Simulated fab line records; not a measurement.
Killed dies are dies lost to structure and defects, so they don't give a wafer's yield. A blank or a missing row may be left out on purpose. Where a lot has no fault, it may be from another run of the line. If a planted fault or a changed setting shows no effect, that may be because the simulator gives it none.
Split-lot trial | flow berkeleyCmos170 | route with 331 steps; 5 lots, 23 wafers read

== THE SPLIT ITSELF ==
At UCB170_GATE_CVD_04 (deposits poly-Si from SiH4, time 1440 s, target thk 214 nm), the setting sih4FlowSccm was moved away from the recipe's 120 sccm on 10 of the 23 wafers read, by -9.8% to +4.3%. For the rest of the wafers, this setting stayed at what the recipe calls for.

There is no step in the file separating the split from the reading.

== THE READING ==
GATE_POLY_THK in nanometres, read at UCB170_GATE_THK_MEAS_05. Typical for fault-free wafers on this fab line: 216.0 nm, with standard deviation 2.6 nm.

wafer  | tool, chamber at the split | sih4FlowSccm as run, sccm | against the recipe | GATE_POLY_THK, nm | against lot-mates on the recipe
L074.1 | -, -                       | 125.2                     | +4.3%              | 221.9             | no lot-mate on the recipe
L074.2 | -, -                       | 125.2                     | +4.3%              | 219.8             | no lot-mate on the recipe
L074.3 | -, -                       | 125.2                     | +4.3%              | 218.5             | no lot-mate on the recipe
L074.4 | -, -                       | 125.2                     | +4.3%              | 218.0             | no lot-mate on the recipe
L074.6 | -, -                       | 125.2                     | +4.3%              | 219.7             | no lot-mate on the recipe
L077.1 | -, -                       | 108.2                     | -9.8%              | 194.2             | no lot-mate on the recipe
L077.2 | -, -                       | 108.2                     | -9.8%              | 195.4             | no lot-mate on the recipe
L077.3 | -, -                       | 108.2                     | -9.8%              | 198.8             | no lot-mate on the recipe
L077.4 | -, -                       | 108.2                     | -9.8%              | 195.7             | no lot-mate on the recipe
L077.6 | -, -                       | 108.2                     | -9.8%              | 196.7             | no lot-mate on the recipe
L080.2 | lpcvd-01, 1                | 120                       | recipe             | 214.3             | -
L080.3 | lpcvd-01, 1                | 120                       | recipe             | 213.8             | -
L080.6 | lpcvd-01, 1                | 120                       | recipe             | 214.8             | -
L084.1 | -, -                       | 120                       | recipe             | 215.2             | -
L084.2 | -, -                       | 120                       | recipe             | 214.3             | -
L084.3 | -, -                       | 120                       | recipe             | 214.8             | -
L084.4 | -, -                       | 120                       | recipe             | 214.0             | -
L084.6 | -, -                       | 120                       | recipe             | 216.1             | -
L085.1 | -, -                       | 120                       | recipe             | 214.2             | -
L085.2 | -, -                       | 120                       | recipe             | 212.5             | -
L085.3 | -, -                       | 120                       | recipe             | 214.0             | -
L085.4 | -, -                       | 120                       | recipe             | 213.8             | -
L085.5 | -, -                       | 120                       | recipe             | 213.1             | -

THE FIT
A straight line over all 23 wafers: GATE_POLY_THK changes by +1.7 nm for each +1% of sih4FlowSccm; r = +0.99; the points scatter about the line by 1.5 nm.
Too few moved wafers have a lot-mate on the recipe to fit a line with each lot's own level taken away.

== THE WHOLE CHAIN: every reading that the file lists as answering this split, in the file's order ==
step                    | what it does                                                                 | reading                                                                       | change (the file's fit)              | r (the file's)
UCB170_GATE_CVD_04      | deposits poly-Si from SiH4, time 1440 s, target thk 214 nm                   | poly-Si_of_GATE_CVD_04.thkNm (the simulator's own value, which no gauge read) | +1.7 nm for each +1% of the setting  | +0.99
UCB170_GATE_THK_MEAS_05 |                                                                              | GATE_POLY_THK                                                                 | +1.7 for each +1% of the setting     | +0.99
UCB170_GATE_ETCH_15     | etches poly-Si in HBr/Cl2, stops on SiO2, time 56.3 s, target depth 278.2 nm | GATE.featureDepthNm (the simulator's own value, which no gauge read)          | +1.71 nm for each +1% of the setting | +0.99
UCB170_GATE_ETCH_15     | etches poly-Si in HBr/Cl2, stops on SiO2, time 56.3 s, target depth 278.2 nm | etch.depthNm (the simulator's own value, which no gauge read)                 | +1.69 nm for each +1% of the setting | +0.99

== FILE'S OWN FIT ==
GATE_POLY_THK changes by +1.7 nm for each +1% of sih4FlowSccm, r = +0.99.
